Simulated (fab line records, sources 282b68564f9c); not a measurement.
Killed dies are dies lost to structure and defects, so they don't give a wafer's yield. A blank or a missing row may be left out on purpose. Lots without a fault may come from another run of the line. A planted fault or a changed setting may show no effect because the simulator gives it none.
fab line records | flow rit_cmos
record lots=14 wafers=41 last_day=7
route steps=202 shown PWELL@52 SILICIDE@167 CONTACT@177 M1@196
lots that met no fault: from a run of the same line without faults
start_h: hours from the record's first day to the start of the lot's first wafer shown | wait_h: hours since the lot's step before | " the same as in the row above | L1.1+2: a row that stands for several wafers | - no value, or no start given | * or withheld: withheld | < > ~ a bound
route shown NAME@n: a module of which the file shows steps, and the number in the route of the first | usual: mean/standard deviation of fault-free wafers | same: alike in all rows | chamber/n: place in a boat | sites: the reading at each site | _std_site: their standard deviation | _edge_site: outer sites' mean less inner sites' | radius_mm: how far each site lies from the wafer's centre | mask NAME#n: copy n | behind: the tool/chamber that last shaped the wafer | hold: why the lot was held/for how many hours/how that ended | device: the transistor (n, p or np) that didn't switch | end of line: the same wafers' tests at the end of the route | a step without rows: its recipe alone | killed: dies lost to structure and defects at the first sort, not the wafer's yield | map: a wafer's dies, x killed, . not, _ none there
set.NAME: the setting as run; set.NAME@STEP: as run at that earlier step | model.NAME: the simulator's own value behind a step, which no gauge read
steps of the route over a sample of lots; a table a step, a row a wafer
services: from which hour (start_h, from the record's first day; less than 0 if before it) a tool's chamber was out of use, for how many hours, and why
## steps
# step RIT_WELLDRIVE_RS_MEAS_02
# recipe thk_meas_gauge=four-point-probe
# usual PWELL_RS=429.0/1.1
# columns lot.wafer tool chamber start_h wait_h PWELL_RS[ohm/sq]
L651.1 film_metro-01 - 30.08 0.1 428.1
L651.2 " - " " 426.0
L651.5 " - " " 426.7
L652.3 film_metro-01 - 35.15 0.1 428.1
L652.4 " - " " 427.3
L652.5 " - " " 428.1
L653.1 film_metro-03 - 39.51 0.1 430.3
L653.2 " - " " 428.6
L653.6 " - " " 429.5
L654.3 film_metro-04 - 43.70 0.1 429.4
L654.5 " - " " 429.0
L654.6 " - " " 429.3
L658.1 film_metro-03 - 65.18 0.1 429.4
L658.2 " - " " 428.7
L658.5 " - " " 428.5
L659.2 film_metro-03 - 69.38 0.1 430.8
L659.3 " - " " 430.9
L659.5 " - " " 430.7
L662.2 film_metro-01 - 87.77 0.1 428.6
L662.5 " - " " 426.8
L662.6 " - " " 428.1
L663.4 film_metro-04 - 91.27 0.1 429.3
L663.5 " - " " 428.9
L663.6 " - " " 430.9
L666.1 film_metro-01 - 104.69 0.1 429.1
L666.5 " - " " 430.2
L666.6 " - " " 430.2
L668.2 film_metro-01 - 116.04 0.1 428.5
L668.3 " - " " 429.1
L668.6 " - " " 428.2
L670.3 film_metro-01 - 124.85 0.1 429.6
L670.4 " - " " 429.4
L671.2 film_metro-04 - 130.41 0.1 430.0
L671.4 " - " " 430.0
L671.5 " - " " 430.0
L672.1 film_metro-04 - 138.64 0.1 429.9
L672.4 " - " " 429.6
L672.5 " - " " 429.2
L673.2 film_metro-03 - 143.40 0.1 430.0
L673.3 " - " " 428.8
L673.5 " - " " 429.5
# step RIT_SILICIDE_RTA_06
# recipe temp_c=750 time_s=10 idle_temp_c=25 ramp_up_s=5 ramp_down_s=10 cool_to_c=25 ambient=N2
# usual chamber_o2_ppm=2.001/0.02 wafer_temp_C_max=754.2/1.4
# columns lot.wafer tool chamber start_h wait_h chamber_o2_ppm wafer_temp_C_max
L651.1 rtp_anneal-02 0 55.78 0.0 2.014 754.3
L651.2 " 0 " " 2.012 755.2
L651.5 " 0 " " 2.002 754.7
L652.3 rtp_anneal-01 0 58.66 0.0 2.005 751.3
L652.4 " 0 " " 2.014 753.0
L652.5 " 0 " " 1.997 753.5
L653.1 rtp_anneal-02 0 62.17 0.0 1.969 754.6
L653.2 " 0 " " 1.996 755.0
L653.6 " 0 " " 1.988 755.8
L654.3 rtp_anneal-01 0 65.94 0.0 2.000 753.5
L654.5 " 0 " " 2.019 753.3
L654.6 " 0 " " 2.002 753.4
L658.1 rtp_anneal-02 0 91.85 0.0 1.968 755.3
L658.2 " 0 " " 1.985 758.6
L658.5 " 0 " " 2.004 756.2
L659.2 rtp_anneal-02 0 92.17 0.0 1.990 755.8
L659.3 " 0 " " 1.984 754.3
L659.5 " 0 " " 1.988 754.3
L662.2 rtp_anneal-01 0 111.75 0.0 1.993 753.0
L662.5 " 0 " " 2.003 753.7
L662.6 " 0 " " 1.976 752.4
L663.4 rtp_anneal-02 0 114.46 0.0 2.002 754.9
L663.5 " 0 " " 1.981 755.6
L663.6 " 0 " " 2.005 756.0
L666.1 rtp_anneal-02 0 128.00 0.0 2.003 755.9
L666.5 " 0 " " 1.992 756.4
L666.6 " 0 " " 1.994 755.0
L668.2 rtp_anneal-01 0 142.89 0.0 1.992 754.0
L668.3 " 0 " " 2.005 752.7
L668.6 " 0 " " 1.955 753.6
L670.3 rtp_anneal-01 0 147.97 0.0 2.019 752.8
L670.4 " 0 " " 2.010 754.6
L671.2 rtp_anneal-02 0 155.84 0.0 2.019 754.6
L671.4 " 0 " " 2.000 755.1
L671.5 " 0 " " 2.002 755.2
L672.1 rtp_anneal-01 0 167.40 0.0 1.992 753.5
L672.4 " 0 " " 1.974 753.2
L672.5 " 0 " " 1.974 752.7
L673.2 rtp_anneal-01 0 170.33 0.0 2.025 753.5
L673.3 " 0 " " 2.024 752.8
L673.5 " 0 " " 2.020 752.4
# step RIT_CONTACT_OVL_MEAS_09
# usual CONTACT_OVL=0.0/1.3
# columns lot.wafer tool chamber start_h wait_h CONTACT_OVL[nm]
L651.1 overlay-01 - 57.05 0.1 2.6
L651.2 " - " " 2.4
L651.5 " - " " 3.1
L652.3 overlay-01 - 60.09 0.1 -0.5
L652.4 " - " " 0.2
L652.5 " - " " -0.4
L653.1 overlay-02 - 63.92 0.1 -1.3
L653.2 " - " " 0.0
L653.6 " - " " -1.1
L654.3 overlay-01 - 67.32 0.1 -0.1
L654.5 " - " " -1.9
L654.6 " - " " 1.1
L658.1 overlay-01 - 93.22 0.1 -0.2
L658.2 " - " " 0.2
L658.5 " - " " -0.4
L659.2 overlay-01 - 93.48 0.1 -1.2
L659.3 " - " " 0.7
L659.5 " - " " 0.1
L662.2 overlay-02 - 113.28 0.1 -0.8
L662.5 " - " " -0.2
L662.6 " - " " -1.6
L663.4 overlay-01 - 115.84 0.1 -0.6
L663.5 " - " " -0.6
L663.6 " - " " 1.1
L666.1 overlay-02 - 129.39 0.1 -1.2
L666.5 " - " " 0.0
L666.6 " - " " -0.9
L668.2 overlay-02 - 144.27 0.1 -1.1
L668.3 " - " " -1.2
L668.6 " - " " -2.4
L670.3 overlay-01 - 149.23 0.1 1.6
L670.4 " - " " 2.7
L671.2 overlay-02 - 157.10 0.1 -1.1
L671.4 " - " " -1.3
L671.5 " - " " 0.7
L672.1 overlay-01 - 169.03 0.1 -1.4
L672.4 " - " " -0.7
L672.5 " - " " -1.8
L673.2 overlay-01 - 171.59 0.1 1.9
L673.3 " - " " 1.4
L673.5 " - " " 2.7
# step RIT_M1_METAL_ETCH_12
# recipe stop_on=SiO2 chemistry=Cl2/BCl3 target=Al time_s=165 over_etch_frac=0.5 pressure_mtorr=103.9 target_depth_a=6000 rf_w=250 Cl2_flow_sccm=60 bcl3_flow_sccm=50
# usual drypump_motor_current_A=5.6/0.56 oes_product_au=0.764/0.0084 rf_fwd_power_W=248.8/0.72 throttle_valve_pct=8.05/0.052
# columns lot.wafer tool chamber start_h wait_h drypump_motor_current_A oes_product_au rf_fwd_power_W rf_hours_counter_h throttle_valve_pct
L651.1 rie_metal-04 1 60.02 0.2 5.5 0.752 249.2 4 8.06
L651.2 " 0 " " 5.3 0.747 247.6 4 8.07
L651.5 " 0 " " 5.4 0.747 247.3 - 8.07
L652.3 rie_metal-01 0 63.23 0.2 6.4 0.764 249.0 - 8.10
L652.4 " 1 " " 6.5 0.779 248.4 - 7.90
L652.5 " 0 " " 6.4 0.772 249.8 - 8.08
L653.1 rie_metal-02 1 66.90 0.2 5.3 0.765 249.1 2 8.03
L653.2 " 0 " " 4.9 0.766 248.7 2 8.08
L653.6 " 0 " " 4.9 0.768 249.2 - 8.06
L654.3 rie_metal-04 0 70.16 0.2 5.3 0.759 248.7 - 8.06
L654.5 " 1 " " 5.5 0.752 249.0 - 8.06
L654.6 " 0 " " 5.3 0.758 249.1 - 8.06
L658.1 rie_metal-01 0 96.16 0.2 6.4 0.769 249.0 38 8.10
L658.2 " 1 " " 6.4 0.769 249.3 33 7.93
L658.5 " 0 " " 6.4 0.761 249.0 - 8.10
L659.2 rie_metal-02 0 96.45 0.2 4.9 0.772 248.9 3 8.07
L659.3 " 0 " " 4.9 0.770 249.6 - 8.08
L659.5 " 1 " " 5.3 0.761 249.7 - 8.04
L662.2 rie_metal-02 0 116.24 0.2 4.9 0.766 248.3 3 8.06
L662.5 " 1 " " 5.3 0.757 249.1 - 8.02
L662.6 " 0 " " 4.9 0.771 247.3 - 8.07
L663.4 rie_metal-04 1 118.83 0.1 5.4 0.754 248.5 - 8.05
L663.5 " 1 " " 5.4 0.760 248.0 - 8.05
L663.6 " 0 " " 5.3 0.756 249.9 - 8.06
L666.1 rie_metal-04 1 132.20 0.2 5.5 0.757 248.9 5 8.03
L666.5 " 1 " " 5.4 0.746 249.6 - 8.06
L666.6 " 0 " " 5.4 0.765 248.4 - 8.06
L668.2 rie_metal-04 1 147.29 0.2 5.4 0.757 249.1 5 8.05
L668.3 " 0 " " 5.3 0.761 248.9 - 8.07
L668.6 " 0 " " 5.3 0.752 249.4 - 8.04
L670.3 rie_metal-02 0 152.09 0.2 4.9 0.700 248.6 - 8.09
L670.4 " 1 " " 5.3 0.765 248.5 - 8.04
L671.2 rie_metal-01 0 159.91 0.2 6.4 0.778 249.3 0 8.10
L671.4 " 1 " " 6.5 0.769 247.5 - 7.93
L671.5 " 0 " " 6.4 0.771 249.1 - 8.10
L672.1 rie_metal-02 0 172.31 0.2 4.9 0.697 248.1 4 8.08
L672.4 " 1 " " 5.3 0.756 247.4 - 8.02
L672.5 " 0 " " 4.9 0.702 246.9 - 8.08
L673.2 rie_metal-01 0 174.78 0.2 6.4 0.777 248.1 - 8.12
L673.3 " 0 " " 6.4 0.777 248.9 - 8.11
L673.5 " 0 " " 6.4 0.783 247.4 - 8.11
# step RIT_M1_PROBE_99
# usual defect_limited_yield=97.3/1.1 killed_at_contacts=0.1/0.28 killed_at_front_end=7.0/2.9 killed_dies=7.0/2.9 killed_open=3.4/2.1 killed_short=3.6/1.7
# same gross_dies=264 killed_at_M0_to_M3=0 killed_at_M4_up=0 killed_at_back_side=0 killed_at_other=0
# columns lot.wafer tool chamber start_h wait_h defect_limited_yield[%] killed_at_contacts killed_at_front_end killed_dies killed_open killed_short
L651.1 prober-02 - 62.27 0.1 98.5 0 4 4 1 3
L651.2 prober-02 - 62.32 0.1 97.0 0 8 8 3 5
L651.5 prober-02 - 62.47 0.2 97.3 0 7 7 3 4
L652.3 prober-01 - 65.52 0.2 94.7 0 14 14 7 7
L652.4 prober-01 - 65.57 0.2 97.7 1 5 6 2 4
L652.5 prober-01 - 65.62 0.2 98.5 0 4 4 0 4
L653.1 prober-02 - 69.17 0.1 97.3 1 6 7 2 5
L653.2 prober-02 - 69.22 0.1 98.1 0 5 5 3 2
L653.6 prober-02 - 69.42 0.2 98.1 1 4 5 2 3
L654.3 prober-01 - 72.46 0.2 95.5 0 12 12 8 4
L654.5 prober-01 - 72.56 0.2 98.1 0 5 5 2 3
L654.6 prober-01 - 72.61 0.2 97.7 0 6 6 3 3
L658.1 prober-02 - 98.42 0.1 98.1 0 5 5 2 3
L658.2 prober-02 - 98.47 0.1 98.5 0 4 4 1 3
L658.5 prober-02 - 98.62 0.2 97.3 0 7 7 2 5
L659.2 prober-01 - 99.97 0.1 98.1 1 4 5 2 3
L659.3 prober-01 - 100.02 0.2 97.3 0 7 7 1 6
L659.5 prober-01 - 100.12 0.2 97.7 0 6 6 4 2
L662.2 prober-02 - 118.56 0.1 97.3 0 7 7 0 7
L662.5 prober-02 - 118.71 0.2 97.7 0 6 6 3 3
L662.6 prober-02 - 118.76 0.2 96.2 0 10 10 5 5
L663.4 prober-01 - 121.18 0.2 96.2 0 10 10 3 7
L663.5 prober-01 - 121.23 0.2 96.6 0 9 9 4 5
L663.6 prober-01 - 121.28 0.2 95.8 0 11 11 4 7
L666.1 prober-02 - 135.46 0.1 95.1 0 13 13 9 4
L666.5 prober-02 - 135.66 0.2 97.0 0 8 8 3 5
L666.6 prober-02 - 135.71 0.2 97.3 0 7 7 4 3
L668.2 prober-02 - 149.59 0.1 97.3 0 7 7 5 2
L668.3 prober-02 - 149.64 0.2 97.7 0 6 6 3 3
L668.6 prober-02 - 149.79 0.2 95.5 0 12 12 4 8
L670.3 prober-01 - 155.64 0.2 97.3 0 7 7 3 4
L670.4 prober-01 - 155.69 0.2 98.1 0 5 5 4 1
L671.2 prober-01 - 162.21 0.1 93.9 0 16 16 8 8
L671.4 prober-01 - 162.31 0.2 97.7 0 6 6 3 3
L671.5 prober-01 - 162.36 0.2 95.8 0 11 11 10 1
L672.1 prober-02 - 174.74 0.1 98.5 0 4 4 3 1
L672.4 prober-02 - 174.89 0.2 97.3 0 7 7 6 1
L672.5 prober-02 - 174.94 0.2 98.1 0 5 5 2 3
L673.2 prober-02 - 178.28 0.1 96.6 0 9 9 5 4
L673.3 prober-02 - 178.33 0.2 97.7 0 6 6 3 3
L673.5 prober-02 - 178.43 0.2 98.9 0 3 3 0 3
# killed by level:class
L651.1 GATE:geometric_particle:short=3 SPACER:geometric_particle:open=1
L651.2 SPACER:geometric_particle:short=2 GATE:geometric_particle:short=2 GATE:geometric_particle:open=2 FOX1:geometric_particle:short=1 REOX:geometric_particle:open=1
L651.5 GATE:geometric_particle:open=3 SILICIDE:geometric_particle:short=2 FOX1:geometric_particle:short=1 GATE:geometric_particle:short=1
L652.3 REOX:geometric_particle:open=3 REOX:geometric_particle:short=3 GATE:geometric_particle:short=2 SILICIDE:geometric_particle:open=2 FOX2:geometric_particle:open=1 GATE:geometric_particle:open=1 SPACER:geometric_particle:short=1 SILICIDE:geometric_particle:short=1
L652.4 GATE:geometric_particle:open=2 GATE:geometric_particle:short=1 SPACER:geometric_particle:short=1 SILICIDE:geometric_particle:short=1 CONTACT:geometric_particle:short=1
L652.5 SILICIDE:geometric_particle:short=2 GATE:geometric_particle:short=1 SPACER:geometric_particle:short=1
L653.1 GATE:geometric_particle:short=2 SPACER:geometric_particle:short=2 FOX1:geometric_particle:open=1 FOX1:geometric_particle:short=1 CONTACT:geometric_particle:open=1
L653.2 FOX1:geometric_particle:open=1 GATE:geometric_particle:short=1 GATE:geometric_particle:open=1 REOX:geometric_particle:open=1 SPACER:geometric_particle:short=1
L653.6 GATE:geometric_particle:short=2 FOX1:geometric_particle:open=1 SPACER:geometric_particle:short=1 CONTACT:geometric_particle:open=1
L654.3 GATE:geometric_particle:open=4 GATE:geometric_particle:short=3 FOX1:geometric_particle:open=1 REOX:geometric_particle:open=1 SPACER:geometric_particle:open=1 SILICIDE:geometric_particle:open=1 SILICIDE:geometric_particle:short=1
L654.5 SILICIDE:geometric_particle:short=3 GATE:geometric_particle:open=2
L654.6 FOX1:geometric_particle:short=2 GATE:geometric_particle:open=1 REOX:geometric_particle:open=1 REOX:geometric_particle:short=1 SILICIDE:geometric_particle:open=1
L658.1 GATE:geometric_particle:short=2 REOX:geometric_particle:open=1 SPACER:geometric_particle:short=1 SPACER:geometric_particle:open=1
L658.2 FOX2:geometric_particle:short=1 GATE:geometric_particle:open=1 REOX:geometric_particle:short=1 SILICIDE:geometric_particle:short=1
L658.5 SILICIDE:geometric_particle:short=3 GATE:geometric_particle:short=2 REOX:geometric_particle:open=1 SPACER:geometric_particle:open=1
L659.2 GATE:geometric_particle:short=2 GATE:geometric_particle:open=1 SPACER:geometric_particle:short=1 CONTACT:geometric_particle:open=1
L659.3 GATE:geometric_particle:short=2 SILICIDE:geometric_particle:short=2 FOX1:geometric_particle:short=1 GATE:geometric_particle:open=1 REOX:geometric_particle:short=1
L659.5 GATE:geometric_particle:open=3 SPACER:geometric_particle:short=2 SPACER:geometric_particle:open=1
L662.2 GATE:geometric_particle:short=4 SPACER:geometric_particle:short=2 FOX1:geometric_particle:short=1
L662.5 SILICIDE:geometric_particle:short=2 FOX1:geometric_particle:open=1 GATE:geometric_particle:short=1 GATE:geometric_particle:open=1 SILICIDE:geometric_particle:open=1
L662.6 FOX1:geometric_particle:short=3 FOX1:geometric_particle:open=2 FOX2:geometric_particle:short=2 GATE:geometric_particle:open=2 SPACER:geometric_particle:open=1
L663.4 REOX:geometric_particle:short=3 GATE:geometric_particle:short=2 SILICIDE:geometric_particle:open=2 SPACER:geometric_particle:short=1 GATE:geometric_particle:open=1 SILICIDE:geometric_particle:short=1
L663.5 GATE:geometric_particle:open=3 GATE:geometric_particle:short=2 SILICIDE:geometric_particle:short=2 REOX:geometric_particle:short=1 SILICIDE:geometric_particle:open=1
L663.6 GATE:geometric_particle:short=5 GATE:geometric_particle:open=3 SILICIDE:geometric_particle:short=2 FOX1:geometric_particle:open=1
L666.1 GATE:geometric_particle:open=5 REOX:geometric_particle:short=2 ACTIVE:geometric_particle:short=1 FOX1:geometric_particle:open=1 FOX2:geometric_particle:open=1 GATE:geometric_particle:short=1 REOX:geometric_particle:open=1 SPACER:geometric_particle:open=1
L666.5 GATE:geometric_particle:short=2 SILICIDE:geometric_particle:open=2 FOX1:geometric_particle:short=1 SPACER:geometric_particle:short=1 SPACER:geometric_particle:open=1 SILICIDE:geometric_particle:short=1
L666.6 GATE:geometric_particle:short=3 GATE:geometric_particle:open=2 SPACER:geometric_particle:open=1 SILICIDE:geometric_particle:open=1
L668.2 REOX:geometric_particle:open=2 FOX2:geometric_particle:open=1 GATE:geometric_particle:open=1 REOX:geometric_particle:short=1 SPACER:geometric_particle:open=1 SILICIDE:geometric_particle:short=1
L668.3 GATE:geometric_particle:short=2 REOX:geometric_particle:open=2 GATE:geometric_particle:open=1 REOX:geometric_particle:short=1
L668.6 FOX2:geometric_particle:short=2 GATE:geometric_particle:short=2 SPACER:geometric_particle:short=2 SILICIDE:geometric_particle:open=2 FOX1:geometric_particle:open=1 GATE:geometric_particle:open=1 REOX:geometric_particle:short=1 SILICIDE:geometric_particle:short=1
L670.3 FOX1:geometric_particle:open=2 FOX2:geometric_particle:short=1 REOX:geometric_particle:short=1 SPACER:geometric_particle:short=1 SILICIDE:geometric_particle:short=1 SILICIDE:geometric_particle:open=1
L670.4 SILICIDE:geometric_particle:open=2 FOX1:geometric_particle:short=1 GATE:geometric_particle:open=1 REOX:geometric_particle:open=1
L671.2 GATE:geometric_particle:open=3 FOX1:geometric_particle:short=2 FOX1:geometric_particle:open=2 FOX2:geometric_particle:short=2 GATE:geometric_particle:short=2 REOX:geometric_particle:open=2 SPACER:geometric_particle:short=2 SPACER:geometric_particle:open=1
L671.4 GATE:geometric_particle:short=3 FOX1:geometric_particle:open=1 FOX2:geometric_particle:open=1 GATE:geometric_particle:open=1
L671.5 GATE:geometric_particle:open=6 SPACER:geometric_particle:open=3 GATE:geometric_particle:short=1 SILICIDE:geometric_particle:open=1
L672.1 FOX1:geometric_particle:open=1 FOX2:geometric_particle:open=1 GATE:geometric_particle:open=1 GATE:geometric_particle:short=1
L672.4 GATE:geometric_particle:open=2 SILICIDE:geometric_particle:open=2 FOX1:geometric_particle:short=1 FOX1:geometric_particle:open=1 REOX:geometric_particle:open=1
L672.5 GATE:geometric_particle:short=2 FOX2:geometric_particle:open=1 SILICIDE:geometric_particle:open=1 SILICIDE:geometric_particle:short=1
L673.2 FOX2:geometric_particle:open=2 FOX2:geometric_particle:short=2 GATE:geometric_particle:short=1 REOX:geometric_particle:open=1 SPACER:geometric_particle:open=1 SPACER:geometric_particle:short=1 SILICIDE:geometric_particle:open=1
L673.3 FOX2:geometric_particle:open=2 FOX2:geometric_particle:short=1 GATE:geometric_particle:short=1 GATE:geometric_particle:open=1 SILICIDE:geometric_particle:short=1
L673.5 GATE:geometric_particle:short=3
## services
# columns tool chamber start_h hours kind
rie_metal-01 1 77.37 4.8 repair
rie_metal-01 - 85.28 2.8 pm
rtp_anneal-01 - 127.36 5.4 pm
rie_metal-01 - 136.12 20.0 pm
rie_metal-01 0 136.12 20.0 vent_cycle
rie_metal-01 1 136.12 20.0 vent_cycle
rie_metal-01 0 156.12 - clean
rie_metal-01 1 156.12 - clean
rie_metal-02 - 170.45 0.9 repair
rie_metal-01 1 173.01 4.3 repair
## key
first_sign step=RIT_M1_METAL_ETCH_12 reading=oes_product_au direction=down sigmas=7.6 usual=0.764 struck=0.700
effect none on later readings
met_at RIT_M1_METAL_ETCH_12
struck_lots L670,L672
struck_wafers L670.3,L672.1,L672.5
not_acting_at RIT_WELLDRIVE_RS_MEAS_02,RIT_SILICIDE_RTA_06,RIT_CONTACT_OVL_MEAS_09
onset_between 116.24 152.09
fault kind=process_parameter_drift tool=rie_metal-02 chamber=0 onset_h=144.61 steps=RIT_M1_METAL_ETCH_12 channel=target_depth_a offset=1038.2 shape=step end_h=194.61 stated=6000
